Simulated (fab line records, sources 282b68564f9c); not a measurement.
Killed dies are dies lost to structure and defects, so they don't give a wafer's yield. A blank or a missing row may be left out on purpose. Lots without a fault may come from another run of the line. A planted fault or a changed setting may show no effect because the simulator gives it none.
Tool commonality check | flow rit_cmos | 14 lots, 42 wafers sampled

WHY IT WAS OPENED
At RIT_ACTIVE_THK_MEAS_04 the reading ACTIVE_NITRIDE_THK is flagged on 2 of 14 lots. Wafers without a fault read 149.5 nm, standard deviation 1.3.
Rule: a lot is flagged when every wafer of it that has a number lies more than 4 standard deviations from that mean, or none has a number. The other lots count as sound.

lot  | measured    | on            | ACTIVE_NITRIDE_THK (nm), wafer by wafer | flag
L298 | day 1 18:32 | film_metro-04 | 152.3 152.2 152.3                       |
L300 | day 2 04:32 | film_metro-04 | 150.7 148.9 149.8                       |
L301 | day 2 09:32 | film_metro-02 | 150.6 149.2 150.4                       |
L302 | day 2 16:50 | film_metro-02 | 149.1 150.0 149.3                       |
L304 | day 3 00:32 | film_metro-03 | 148.7 148.1 148.8                       |
L306 | day 3 10:32 | film_metro-02 | 149.2 148.6 149.5                       |
L307 | day 3 16:16 | film_metro-03 | 151.8 151.8 152.0                       |
L309 | day 4 04:10 | film_metro-02 | 150.6 150.1 150.9                       |
L310 | day 4 06:32 | film_metro-02 | 149.4 150.5 149.1                       |
L315 | day 5 07:32 | film_metro-04 | 120.9 122.0 119.6                       | FLAGGED
L316 | day 5 12:37 | film_metro-04 | 120.0 120.5 120.2                       | FLAGGED
L318 | day 5 22:32 | film_metro-04 | 150.2 150.1 150.6                       |
L319 | day 6 03:49 | film_metro-04 | 149.3 151.4 151.2                       |
L320 | day 6 08:32 | film_metro-02 | 150.6 151.2 149.2                       |
The numbers of the flagged lots are 120.5 nm on average: -29.0 nm against the usual, or -22 standard deviations.

WHICH TOOL RAN EACH LOT
The record holds 1 process step before the reading, out of a route of 202 steps. In each cell: the tool, then ch and the chambers that the sampled wafers went through, then the start.
lot  | flag    | RIT_ACTIVE_CVD_03
L298 |         | lpcvd-02 ch 1, day 1 17:07
L300 |         | lpcvd-02 ch 1, day 2 03:07
L301 |         | lpcvd-02 ch 0, day 2 08:07
L302 |         | lpcvd-01 ch 0, day 2 15:26
L304 |         | lpcvd-01 ch 1, day 2 23:07
L306 |         | lpcvd-02 ch 0, day 3 09:07
L307 |         | lpcvd-01 ch 1, day 3 14:50
L309 |         | lpcvd-02 ch 1, day 4 02:44
L310 |         | lpcvd-01 ch 0, day 4 05:07
L315 | FLAGGED | lpcvd-02 ch 0, day 5 06:07
L316 | FLAGGED | lpcvd-02 ch 0, day 5 11:11
L318 |         | lpcvd-01 ch 0, day 5 21:07
L319 |         | lpcvd-02 ch 1, day 6 02:25
L320 |         | lpcvd-02 ch 1, day 6 07:07
What these steps do:
- RIT_ACTIVE_CVD_03: deposits Si3N4 from SiH2Cl2/NH3, target thk 150 nm, time 1500 s.
- RIT_ACTIVE_THK_MEAS_04

FLAGGED OVER TOTAL, TOOL BY TOOL (the gauges that took the reading come last)
step                   | tool          | lots run | flagged | share of the flagged lots | sound lots run after its first flagged lot
RIT_ACTIVE_CVD_03      | lpcvd-01      | 5        | 0       | none                      | -
RIT_ACTIVE_CVD_03      | lpcvd-02      | 9        | 2       | all                       | 2 (L319,L320)
RIT_ACTIVE_THK_MEAS_04 | film_metro-02 | 6        | 0       | none                      | -
RIT_ACTIVE_THK_MEAS_04 | film_metro-03 | 2        | 0       | none                      | -
RIT_ACTIVE_THK_MEAS_04 | film_metro-04 | 6        | 2       | all                       | 2 (L318,L319)

WHAT THE TABLE ALLOWS
2 rows of the table ran every flagged lot: lpcvd-02 at RIT_ACTIVE_CVD_03, film_metro-04 at RIT_ACTIVE_THK_MEAS_04.
- lpcvd-02 at RIT_ACTIVE_CVD_03: 2 of its 9 lots flagged. Sound lots ran on it after the first flagged one (L319, L320), which a lasting fault on the whole tool wouldn't allow. Its own readings lie more than 4 standard deviations out on every wafer of the flagged lots: pressure_mtorr.
- film_metro-04 at RIT_ACTIVE_THK_MEAS_04: 2 of its 6 lots flagged. Sound lots ran on it after the first flagged one (L318, L319), which a lasting fault on the whole tool wouldn't allow.
No row of the table ran every flagged lot and no sound lot after the first.

WHAT THE SIMULATOR HAD PUT IN
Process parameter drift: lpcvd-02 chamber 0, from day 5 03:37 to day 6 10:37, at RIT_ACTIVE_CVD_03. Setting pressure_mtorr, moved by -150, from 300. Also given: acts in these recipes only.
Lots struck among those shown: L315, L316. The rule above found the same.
